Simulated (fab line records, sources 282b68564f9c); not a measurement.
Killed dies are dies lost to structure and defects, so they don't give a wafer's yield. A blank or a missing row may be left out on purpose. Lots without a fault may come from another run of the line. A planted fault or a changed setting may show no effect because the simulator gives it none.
fab line records | flow rit_cmos
record lots=6 wafers=18 last_day=7
route steps=202 shown M1@184
lots that met no fault: from a run of the same line without faults
start_h: hours from the record's first day to the start of the lot's first wafer shown | wait_h: hours since the lot's step before | " the same as in the row above | L1.1+2: a row that stands for several wafers | - no value, or no start given | * or withheld: withheld | < > ~ a bound
route shown NAME@n: a module of which the file shows steps, and the number in the route of the first | usual: mean/standard deviation of fault-free wafers | same: alike in all rows | chamber/n: place in a boat | sites: the reading at each site | _std_site: their standard deviation | _edge_site: outer sites' mean less inner sites' | radius_mm: how far each site lies from the wafer's centre | mask NAME#n: copy n | behind: the tool/chamber that last shaped the wafer | hold: why the lot was held/for how many hours/how that ended | device: the transistor (n, p or np) that didn't switch | end of line: the same wafers' tests at the end of the route | a step without rows: its recipe alone | killed: dies lost to structure and defects at the first sort, not the wafer's yield | map: a wafer's dies, x killed, . not, _ none there
set.NAME: the setting as run; set.NAME@STEP: as run at that earlier step | model.NAME: the simulator's own value behind a step, which no gauge read
lots at some steps of the route; a table a step, a row a wafer
services: from which hour (start_h, from the record's first day; less than 0 if before it) a tool's chamber was out of use, for how many hours, and why
## steps
# step RIT_M1_SPUTTER_00
# recipe material=Al target_thk_nm=400 power_w=2000 chamber_pressure_pa=0.4 gas=Ar time_s=500 substrate_temp_c=25
# usual throttle_valve_pct=29.9/0.89
# same time_s=500
# columns lot.wafer tool chamber start_h wait_h throttle_valve_pct
L548.2 pvd_sputter-04 - 63.85 0.0 28.7
L548.4 " - " " 30.1
L548.6 " - " " 30.1
L550.2 pvd_sputter-04 - 73.74 0.0 29.0
L550.3 " - " " 30.1
L550.5 " - " " 29.7
L553.2 pvd_sputter-03 - 88.53 0.0 28.5
L553.4 " - " " 29.6
L553.5 " - " " 29.4
L556.4 pvd_sputter-03 - 103.21 0.0 31.0
L556.5 " - " " 31.0
L556.6 " - " " 29.3
L565.1 pvd_sputter-04 - 149.51 0.0 31.0
L565.2 " - " " 30.4
L565.4 " - " " 29.8
L568.1 pvd_sputter-03 - 163.16 0.0 29.4
L568.2 " - " " 28.7
L568.5 " - " " 31.2
# step RIT_M1_RS_MEAS_01
# recipe thk_meas_gauge=four-point-probe reads=Al_of_M1_SPUTTER_00
# usual M1_AL_RS=0.0737/0.00088
# columns lot.wafer tool chamber start_h wait_h M1_AL_RS[ohm/sq]
L548.2 film_metro-02 - 64.16 0.2 0.0727
L548.4 " - " " 0.0727
L548.6 " - " " 0.0729
L550.2 film_metro-03 - 74.05 0.2 0.0739
L550.3 " - " " 0.0731
L550.5 " - " " 0.0724
L553.2 film_metro-03 - 88.84 0.2 0.0745
L553.4 " - " " 0.0742
L553.5 " - " " 0.0737
L556.4 film_metro-02 - 103.56 0.2 0.0737
L556.5 " - " " 0.0728
L556.6 " - " " 0.0729
L565.1 film_metro-04 - 149.80 0.1 0.0740
L565.2 " - " " 0.0741
L565.4 " - " " 0.0746
L568.1 film_metro-04 - 163.45 0.1 0.0729
L568.2 " - " " 0.0734
L568.5 " - " " 0.0736
# step RIT_M1_THK_MEAS_02
# recipe thk_meas_gauge=xrf reads=Al_of_M1_SPUTTER_00
# usual M1_AL_THK=408/5
# columns lot.wafer tool chamber start_h wait_h M1_AL_THK[nm]
L548.2 film_metro-02 - 64.27 0.1 416
L548.4 " - " " 415
L548.6 " - " " 412
L550.2 film_metro-03 - 74.16 0.1 410
L550.3 " - " " 411
L550.5 " - " " 416
L553.2 film_metro-03 - 88.95 0.1 406
L553.4 " - " " 405
L553.5 " - " " 410
L556.4 film_metro-02 - 103.65 0.1 409
L556.5 " - " " 414
L556.6 " - " " 412
L565.1 film_metro-04 - 149.92 0.1 405
L565.2 " - " " 407
L565.4 " - " " 402
L568.1 film_metro-04 - 163.57 0.1 412
L568.2 " - " " 407
L568.5 " - " " 408
# step RIT_M1_HMDS_03
# recipe prime_time_s=60 prime_temp_c=140
# step RIT_M1_COAT_04
# recipe resist=NOVOLAK spin_rpm=2000 resist_thk_nm=1300
# step RIT_M1_SOFTBAKE_05
# recipe resist=NOVOLAK temp_c=90 time_s=60
# step RIT_M1_EXPOSE_06
# recipe mask_id=M12 na=0.6 source_shape=conventional sigma_outer=0.5 target_cd_nm=2600 dose_mj=250
# step RIT_M1_PEB_07
# recipe resist=NOVOLAK temp_c=withheld time_s=withheld
# step RIT_M1_DEVELOP_08
# recipe resist=NOVOLAK develop_time_s=68 dev_temp_c=23
# step RIT_M1_CD_MEAS_09
# recipe target_cd_nm=2600
# usual cd_nm=2600.8/2.1
# columns lot.wafer tool chamber start_h wait_h cd_nm
L548.2 cd_sem-01 - 65.47 - 2600.0
L548.4 " - " " 2601.1
L548.6 " - " " 2601.4
L550.2 cd_sem-01 - 75.11 - 2600.3
L550.3 " - " " 2598.6
L550.5 " - " " 2599.5
L553.2 cd_sem-01 - 89.90 - 2600.3
L553.4 " - " " 2599.5
L553.5 " - " " 2599.0
L556.4 cd_sem-01 - 104.62 - 2597.8
L556.5 " - " " 2597.7
L556.6 " - " " 2600.3
L565.1 cd_sem-01 - 150.99 - 2599.2
L565.2 " - " " 2599.9
L565.4 " - " " 2597.0
L568.1 cd_sem-01 - 164.51 - 2602.7
L568.2 " - " " 2604.2
L568.5 " - " " 2604.7
# step RIT_M1_OVL_MEAS_10
# usual M1_OVL=-0.5/1.5
# columns lot.wafer tool chamber start_h wait_h M1_OVL[nm]
L548.2 overlay-01 - 65.58 0.1 0.6
L548.4 " - " " 0.5
L548.6 " - " " -1.6
L550.2 overlay-02 - 75.22 0.1 0.4
L550.3 " - " " -0.3
L550.5 " - " " -1.4
L553.2 overlay-01 - 90.01 0.1 -0.1
L553.4 " - " " -2.2
L553.5 " - " " -0.3
L556.4 overlay-02 - 104.70 0.1 -1.8
L556.5 " - " " -0.9
L556.6 " - " " -3.1
L565.1 overlay-01 - 151.11 0.1 3.5
L565.2 " - " " -0.5
L565.4 " - " " 0.9
L568.1 overlay-01 - 164.63 0.1 -4.2
L568.2 " - " " -1.9
L568.5 " - " " -2.4
# step RIT_M1_HARDBAKE_11
# recipe resist=NOVOLAK temp_c=140 time_s=120
# step RIT_M1_METAL_ETCH_12
# recipe stop_on=SiO2 chemistry=Cl2/BCl3 target=Al time_s=165 over_etch_frac=0.5 pressure_mtorr=100 target_depth_a=6000 rf_w=250 Cl2_flow_sccm=60 bcl3_flow_sccm=50
# usual drypump_motor_current_A=5.6/0.51 oes_product_au=0.773/0.011 throttle_valve_pct=8.34/0.18
# same time_s=165
# columns lot.wafer tool chamber start_h wait_h drypump_motor_current_A oes_product_au rf_hours_counter_h throttle_valve_pct model.NOVOLAK_of_M1_COAT_04.thk_nm model.SiO2_of_CONTACT_CVD_00.thk_nm model.M1.feature_depth_nm
L548.2 rie_metal-01 1 65.91 0.2 5.4 0.770 2 8.44 816.3 356.1 435.2
L548.4 " 0 " " 6.0 0.776 - 8.49 805.1 363.2 436.6
L548.6 " 0 " " 6.0 0.778 - 8.48 803.6 362.9 435.7
L550.2 rie_metal-02 0 75.50 0.2 4.9 0.785 4 8.18 805.1 364.8 430
L550.3 " 0 " " 4.9 0.776 - 8.17 800.7 353.7 434.3
L550.5 " 0 " " 4.9 0.788 - 8.18 803.4 368.8 437.7
L553.2 rie_metal-02 0 90.29 0.2 4.9 0.778 4 8.18 680.9 353.4 439.5
L553.4 " 0 " " 4.9 0.778 - 8.17 682.7 352.7 440.6
L553.5 " 1 " " 5.7 0.776 - 8.56 814.8 360.4 430.1
L556.4 rie_metal-02 0 105.04 0.2 4.9 0.780 - 8.16 685.9 336.7 444.2
L556.5 " 0 " " 4.9 0.787 - 8.18 691 343.7 448.8
L556.6 " 1 " " 5.7 0.784 - 8.55 817.3 363.6 433.7
L565.1 rie_metal-01 0 151.63 0.2 6.0 0.771 4 8.48 810.6 352.5 429
L565.2 " 0 " " 6.0 0.778 - 8.48 815.1 354.8 429.4
L565.4 " 0 " " 6.0 0.766 - 8.47 809.1 360.7 426.4
L568.1 rie_metal-01 0 164.92 0.2 6.0 0.779 4 8.47 796.7 351.2 435.5
L568.2 " 1 " " 5.4 0.777 3 8.44 814.2 348.3 431.4
L568.5 " 1 " " 5.4 0.772 - 8.46 814.2 371.1 430.9
# step RIT_M1_STRIP_13
# recipe chemistry=nmp resist=NOVOLAK temp_c=80 time_s=600 dry=n2_spin
# step RIT_M1_STRIP_14
# recipe chemistry=O2 time_s=180 platen_temp_c=withheld power_w=500 pressure_mtorr=4000 o2_flow_sccm=4000
# usual drypump_motor_current_A=5.6/0.51 o2_flow_sccm=3998/12
# same time_s=180
# columns lot.wafer tool chamber start_h wait_h drypump_motor_current_A o2_flow_sccm rf_hours_counter_h
L548.2 plasma_asher-01 0 66.26 0.0 5.2 4006 43
L548.4 " 0 " " 5.2 4019 -
L548.6 " 1 " " 6.0 4019 -
L550.2 plasma_asher-01 1 75.83 0.0 6.0 4001 44
L550.3 " 1 " " 5.9 4006 -
L550.5 " 0 " " 5.2 4019 -
L553.2 plasma_asher-01 1 90.68 0.0 6.0 3975 46
L553.4 " 1 " " 6.0 3998 -
L553.5 " 1 " " 6.0 3985 -
L556.4 plasma_asher-03 1 105.42 0.1 6.0 3984 -
L556.5 " 0 " " 4.9 3997 -
L556.6 " 1 " " 6.1 3984 -
L565.1 plasma_asher-01 1 152.15 0.0 5.9 4017 53
L565.2 " 0 " " 5.2 3989 53
L565.4 " 1 " " 6.0 4008 -
L568.1 plasma_asher-01 0 165.26 0.0 5.2 3981 55
L568.2 " 1 " " 6.0 3996 55
L568.5 " 0 " " 5.2 3999 -
# step RIT_M1_CD_MEAS_90
# recipe target_cd_nm=2600
# usual cd_nm=2602/3.4
# columns lot.wafer tool chamber start_h wait_h cd_nm
L548.2 cd_sem-02 - 66.45 0.1 2601
L548.4 " - " " 2602
L548.6 " - " " 2603
L550.2 cd_sem-01 - 76.03 0.1 2598
L550.3 " - " " 2597
L550.5 " - " " 2598
L553.2 cd_sem-01 - 90.87 0.1 2591
L553.4 " - " " 2590
L553.5 " - " " 2602
L556.4 cd_sem-01 - 105.59 0.1 2588
L556.5 " - " " 2588
L556.6 " - " " 2604
L565.1 cd_sem-02 - 152.32 0.1 2600
L565.2 " - " " 2600
L565.4 " - " " 2598
L568.1 cd_sem-01 - 165.43 0.1 2606
L568.2 " - " " 2607
L568.5 " - " " 2607
# step RIT_M1_ANNEAL_15
# recipe temp_c=450 time_s=1800 ambient=forming_gas_H2N2
# step RIT_M1_PROBE_99
# usual defect_limited_yield=97.3/1.1 killed_at_front_end=7.1/3 killed_dies=7.3/3 killed_open=3.6/2 killed_short=3.5/1.9
# same gross_dies=264 killed_at_M0_to_M3=0 killed_at_M4_up=0 killed_at_back_side=0 killed_at_contacts=0 killed_at_other=0
# columns lot.wafer tool chamber start_h wait_h defect_limited_yield[%] killed_at_front_end killed_dies killed_open killed_short model.etest.antenna_m1.vt_shift_v
L548.2 prober-01 - 68.22 0.1 95.1 13 13 10 3 -0.008913
L548.4 prober-01 - 68.32 0.2 97.0 8 8 4 4 -0.007901
L548.6 prober-01 - 68.42 0.2 96.6 9 9 7 2 -0.01273
L550.2 prober-01 - 78.52 0.1 98.5 4 4 2 2 -0.01732
L550.3 prober-01 - 78.57 0.2 97.0 8 8 3 5 -0.0139
L550.5 prober-01 - 78.67 0.2 98.5 4 4 3 1 -0.0149
L553.2 prober-02 - 92.64 0.1 95.8 11 11 8 3 -0.02882
L553.4 prober-02 - 92.74 0.2 97.0 8 8 4 3 -0.0233
L553.5 prober-02 - 92.79 0.2 95.1 13 13 7 5 -0.01151
L556.4 prober-01 - 108.64 0.2 97.7 6 6 3 3 -0.03139
L556.5 prober-01 - 108.69 0.2 96.6 9 9 5 4 -0.02691
L556.6 prober-01 - 108.74 0.2 95.5 12 12 8 4 -0.009098
L565.1 prober-02 - 154.06 0.1 97.7 6 6 4 2 -0.01366
L565.2 prober-02 - 154.11 0.1 97.0 8 8 3 5 -0.01367
L565.4 prober-02 - 154.21 0.2 97.3 7 7 3 4 -0.01692
L568.1 prober-01 - 167.17 0.1 95.1 13 13 8 5 -0.01067
L568.2 prober-01 - 167.22 0.1 98.9 3 3 1 2 -0.01228
L568.5 prober-01 - 167.37 0.2 98.9 3 3 2 1 -0.01588
# killed by level:class
L548.2 GATE:geometric_particle:open=5 SPACER:geometric_particle:open=4 FOX2:geometric_particle:open=1 FOX2:geometric_particle:short=1 GATE:geometric_particle:short=1 SPACER:geometric_particle:short=1
L548.4 GATE:geometric_particle:short=2 SILICIDE:geometric_particle:open=2 FOX1:geometric_particle:short=1 REOX:geometric_particle:open=1 SPACER:geometric_particle:open=1 SPACER:geometric_particle:short=1
L548.6 GATE:geometric_particle:open=4 SPACER:geometric_particle:open=3 GATE:geometric_particle:short=2
L550.2 GATE:geometric_particle:short=2 FOX2:geometric_particle:open=1 GATE:geometric_particle:open=1
L550.3 GATE:geometric_particle:short=3 GATE:geometric_particle:open=2 REOX:geometric_particle:open=1 SPACER:geometric_particle:short=1 SILICIDE:geometric_particle:short=1
L550.5 GATE:geometric_particle:open=2 GATE:geometric_particle:short=1 SPACER:geometric_particle:open=1
L553.2 REOX:geometric_particle:open=6 FOX2:geometric_particle:open=1 GATE:geometric_particle:short=1 REOX:geometric_particle:short=1 SILICIDE:geometric_particle:short=1 SILICIDE:geometric_particle:open=1
L553.4 SPACER:geometric_particle:open=2 FOX2:geometric_particle:short=1 GATE:geometric_particle:short=1 GATE:geometric_particle:open=1 REOX:geometric_particle:open=1 SPACER:geometric_particle:short=1 GATE:coat_microbubble_printed=1
L553.5 GATE:geometric_particle:short=3 GATE:geometric_particle:open=3 SPACER:geometric_particle:open=2 FOX1:geometric_particle:open=1 REOX:geometric_particle:short=1 REOX:geometric_particle:open=1 SILICIDE:geometric_particle:short=1 GATE:coat_microbubble_printed=1
L556.4 SILICIDE:geometric_particle:open=2 SILICIDE:geometric_particle:short=2 FOX1:geometric_particle:open=1 GATE:geometric_particle:short=1
L556.5 SILICIDE:geometric_particle:open=3 FOX1:geometric_particle:short=1 FOX1:geometric_particle:open=1 GATE:geometric_particle:short=1 REOX:geometric_particle:open=1 REOX:geometric_particle:short=1 SPACER:geometric_particle:short=1
L556.6 REOX:geometric_particle:open=3 SILICIDE:geometric_particle:open=3 SILICIDE:geometric_particle:short=2 FOX1:geometric_particle:short=1 GATE:geometric_particle:open=1 REOX:geometric_particle:short=1 SPACER:geometric_particle:open=1
L565.1 GATE:geometric_particle:open=3 GATE:geometric_particle:short=1 SPACER:geometric_particle:short=1 SPACER:geometric_particle:open=1
L565.2 GATE:geometric_particle:short=4 GATE:geometric_particle:open=2 FOX1:geometric_particle:short=1 FOX1:geometric_particle:open=1
L565.4 GATE:geometric_particle:short=3 GATE:geometric_particle:open=1 REOX:geometric_particle:open=1 SPACER:geometric_particle:short=1 SILICIDE:geometric_particle:open=1
L568.1 SPACER:geometric_particle:open=4 SILICIDE:geometric_particle:open=3 SPACER:geometric_particle:short=2 FOX1:geometric_particle:short=1 GATE:geometric_particle:short=1 GATE:geometric_particle:open=1 REOX:geometric_particle:short=1
L568.2 SPACER:geometric_particle:short=2 SILICIDE:geometric_particle:open=1
L568.5 REOX:geometric_particle:short=1 REOX:geometric_particle:open=1 SPACER:geometric_particle:open=1
## services
# columns tool chamber start_h hours kind
plasma_asher-03 - 44.61 4.5 repair
pvd_sputter-03 - 73.85 2.0 repair
pvd_sputter-04 - 91.74 3.9 repair
plasma_asher-03 - 110.13 0.6 repair
pvd_sputter-04 - 112.15 1.9 repair
rie_metal-01 1 124.26 29.4 repair
pvd_sputter-04 - 124.76 3.2 repair
## key
first_sign step=RIT_M1_CD_MEAS_90 reading=cd_nm direction=down sigmas=3.8 usual=2602 struck=2589
effect none on later readings
model_effect step=RIT_M1_METAL_ETCH_12 value=NOVOLAK_of_M1_COAT_04.thk_nm without=802.2 struck=685.1
model_effect step=RIT_M1_PROBE_99 value=etest.antenna_m1.vt_shift_v without=-0.01474 struck=-0.02761
met_at RIT_M1_METAL_ETCH_12
struck_wafers L553.2,L553.4,L556.4,L556.5
onset_between 75.50 90.29
fault kind=process_parameter_drift tool=rie_metal-02 chamber=0 onset_h=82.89 steps=RIT_M1_METAL_ETCH_12 channel=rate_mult offset=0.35 shape=step end_h=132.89
